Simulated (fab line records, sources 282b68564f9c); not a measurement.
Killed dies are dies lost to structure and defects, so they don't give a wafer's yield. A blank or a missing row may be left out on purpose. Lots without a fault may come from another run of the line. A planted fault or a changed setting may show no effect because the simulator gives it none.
Which tool did it? | flow rit_cmos | 15 lots, 45 wafers sampled, at 1 step of a route of 202

WHAT THE GAUGES READ, wafer by wafer
The record holds no reading of a measuring or inspecting step that can be judged against a usual standard deviation.

WHICH TOOL RAN EACH LOT (tool, then ch and the chambers of the sampled wafers, then the start)
lot  | RIT_FOX1_WET_ETCH_02
L504 | wet_bench-01 ch 1, day 1 17:58
L505 | wet_bench-03 ch 1, day 1 22:01
L508 | wet_bench-03 ch 2, day 2 14:19
L509 | wet_bench-02 ch 2, day 2 19:26
L510 | wet_bench-02 ch 1, day 3 00:26
L511 | wet_bench-03 ch 1, day 3 04:00
L514 | wet_bench-01 ch 3, day 3 19:06
L515 | wet_bench-01 ch 2, day 4 00:00
L516 | wet_bench-02 ch 3, day 4 06:11
L517 | wet_bench-02 ch 3, day 4 12:44
L518 | wet_bench-02 ch 1, day 4 16:04
L524 | wet_bench-03 ch 0, day 5 22:16
L525 | wet_bench-02 ch 2, day 6 02:02
L526 | wet_bench-03 ch 2, day 6 08:26
L527 | wet_bench-03 ch 0, day 6 12:11
- RIT_FOX1_WET_ETCH_02: etches SiO2 in BOE, target depth 350 nm, time 390 s.

WHAT THE TOOLS THEMSELVES READ (means of the sampled wafers that have a number; where no wafer has one, the mark that the record gives instead)
RIT_FOX1_WET_ETCH_02. Usual: bath_heat_duty_pct 1.7 %, standard deviation 0.34; run_length_s 416.8 s, standard deviation 2.9.
lot  | tool         | bath_heat_duty_pct (%) | run_length_s (s) | flag
L504 | wet_bench-01 | 1.5                    | 415.0            |
L505 | wet_bench-03 | 1.5                    | 417.0            |
L508 | wet_bench-03 | 2.0                    | 418.0            |
L509 | wet_bench-02 | 1.9                    | 415.6            |
L510 | wet_bench-02 | 1.7                    | 413.2            |
L511 | wet_bench-03 | 1.6                    | 416.2            |
L514 | wet_bench-01 | -                      | -                | OFF
L515 | wet_bench-01 | -                      | -                | OFF
L516 | wet_bench-02 | -                      | -                | OFF
L517 | wet_bench-02 | 1.5                    | 416.9            |
L518 | wet_bench-02 | 1.5                    | 414.8            |
L524 | wet_bench-03 | 1.9                    | 413.9            |
L525 | wet_bench-02 | 2.1                    | 423.3            |
L526 | wet_bench-03 | 1.8                    | 417.1            |
L527 | wet_bench-03 | 1.5                    | 413.5            |

THE ANSWER, worked out from the rows above alone
Rule: a lot is off if the mean of its wafers that have a number lies more than 3 standard deviations from the usual mean. A lot without any number at a reading at which 4 lots or more have one is off too. The other lots that the step has rows for count as sound. The gauges are gone through in route order, then the tools' own readings, and for those a lot's mean is taken as printed above. The first step at which some lot is off is used, and at that step the reading that is off furthest; a lot without a number counts as furthest.
Off: L514, L515, L516, at RIT_FOX1_WET_ETCH_02 (bath_heat_duty_pct). Without a number there: L514, L515, L516.
A tool fits if, at that step or a process step before it, it ran every lot that is off, and no sound lot after the first of them. None of those tried fits.

WHAT THE SIMULATOR HAD PUT IN
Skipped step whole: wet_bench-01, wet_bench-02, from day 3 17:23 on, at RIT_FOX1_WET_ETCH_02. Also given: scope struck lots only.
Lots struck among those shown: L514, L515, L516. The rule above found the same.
